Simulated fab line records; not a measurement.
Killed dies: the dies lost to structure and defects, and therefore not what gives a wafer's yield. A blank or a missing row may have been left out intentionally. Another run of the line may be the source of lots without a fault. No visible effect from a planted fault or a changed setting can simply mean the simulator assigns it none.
Which tool is to blame? | flow berkeleyCmos170 | Sampling: 7 lots, 21 wafers, 2 of 331 route steps

WHAT THE GAUGES READ, wafer by wafer
UCB170_SPACER_THK_MEAS_01.
lot  | measured     | on           | SPACER_TEOS_THK (nm)
L593 | day 8 12:32  | filmMetro-04 | 376 377 379
L595 | day 8 19:36  | filmMetro-04 | 374 383 376
L598 | day 9 21:09  | filmMetro-01 | 372 373 375
L604 | day 10 22:14 | filmMetro-04 | 323 331 383
L607 | day 11 12:44 | filmMetro-04 | 375 372 379
L610 | day 12 04:04 | filmMetro-03 | 372 373 379
L612 | day 12 13:10 | filmMetro-01 | 374 382 381

TOOL THAT RAN EACH LOT (tool first, then ch and the chambers of the sampled wafers, then the start)
lot  | UCB170_SPACER_CVD_00
L593 | pecvd-04 ch 0,1, day 8 12:29
L595 | pecvd-02 ch 0,2, day 8 19:32
L598 | pecvd-04 ch 0,1,2, day 9 21:06
L604 | pecvd-04 ch 0,2, day 10 22:11
L607 | pecvd-03 ch 0,1,2, day 11 12:41
L610 | pecvd-02 ch 0,1,2, day 12 04:01
L612 | pecvd-02 ch 0,1,2, day 12 13:07
- UCB170_SPACER_CVD_00: deposits SiO2 from TEOS/O2, target thk 376 nm, time 47 s.

THE ANSWER, worked out from the rows above alone
Rule: usual is defined by the lots themselves. Put in order of their means at a reading, lots are off if they are a third of the lots or fewer, leave a main group of 4 or more, and stand apart from it by a gap of 3 or more times the standard deviation of the main group's means; of several such gaps the widest counts. The tables above print the reading to a certain number of digits; a main group whose means all agree to those digits is not used. A lot without any number at a reading at which 4 lots or more have one is off too. All remaining lots with rows at the step are treated as sound.
Off: L604, at UCB170_SPACER_THK_MEAS_01 (SPACER_TEOS_THK). The main group: mean 376 nm, standard deviation 1.9.
A tool fits if, at a process step before that reading, it ran every lot that is off, and no sound lot after the first of them. Those tools and the gauges at UCB170_SPACER_THK_MEAS_01 are tried in the same way. One fits: pecvd-04 at UCB170_SPACER_CVD_00. A fault onset in the window from L598 (day 9 21:06, its last sound lot) to L604 (day 10 22:11, its first lot off) fits.

WHAT WAS PUT IN BY THE SIMULATOR
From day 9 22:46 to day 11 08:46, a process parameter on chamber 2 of pecvd-04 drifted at UCB170_SPACER_CVD_00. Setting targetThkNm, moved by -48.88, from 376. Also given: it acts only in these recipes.
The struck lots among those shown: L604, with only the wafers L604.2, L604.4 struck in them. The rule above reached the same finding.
